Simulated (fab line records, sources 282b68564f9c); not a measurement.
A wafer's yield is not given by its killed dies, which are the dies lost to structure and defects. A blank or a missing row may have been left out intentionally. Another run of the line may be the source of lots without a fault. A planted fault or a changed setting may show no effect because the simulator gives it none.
Which tool is to blame? | flow rit_cmos | 7 lots (20 wafers sampled), 1 step of a 202-step route

## WHAT THE GAUGES READ, wafer by wafer
RIT_FOX2_THK_MEAS_01.
lot  | measured    | on            | FOX2_OXIDE_THK (nm)
L159 | day 2 11:33 | film_metro-03 | 353 349 350
L161 | day 2 21:34 | film_metro-02 | 344 341 338
L165 | day 3 16:48 | film_metro-02 | 346 346 348
L172 | day 5 02:53 | film_metro-04 | 346 350
L174 | day 5 13:27 | film_metro-02 | 348 346 348
L176 | day 5 22:49 | film_metro-02 | 351 342 351
L178 | day 6 10:07 | film_metro-02 | 358 356 356

## TOOL THAT RAN EACH LOT (tool first, then ch and the chambers of the sampled wafers, then the start)
No process step before these readings appears in the record.

## THE ANSWER, worked out from the rows above alone
Rule: the lots themselves supply what counts as usual. The widest of any qualifying gaps counts: lots, ordered by their means at a reading, are off when they make up no more than a third of the lots, leave a main group of 4 or more, and stand apart from it by 3 or more times the standard deviation of that group's means. A main group is skipped when, at the precision printed for the reading in the tables above, its means are all equal. Also off: a lot with no number at a reading for which 4 or more lots have one. Where the step has rows for the other lots, those lots are counted as sound.
Across all readings shown, no lot is off: no conclusion can be drawn from this.

## WHAT THE SIMULATOR PUT IN
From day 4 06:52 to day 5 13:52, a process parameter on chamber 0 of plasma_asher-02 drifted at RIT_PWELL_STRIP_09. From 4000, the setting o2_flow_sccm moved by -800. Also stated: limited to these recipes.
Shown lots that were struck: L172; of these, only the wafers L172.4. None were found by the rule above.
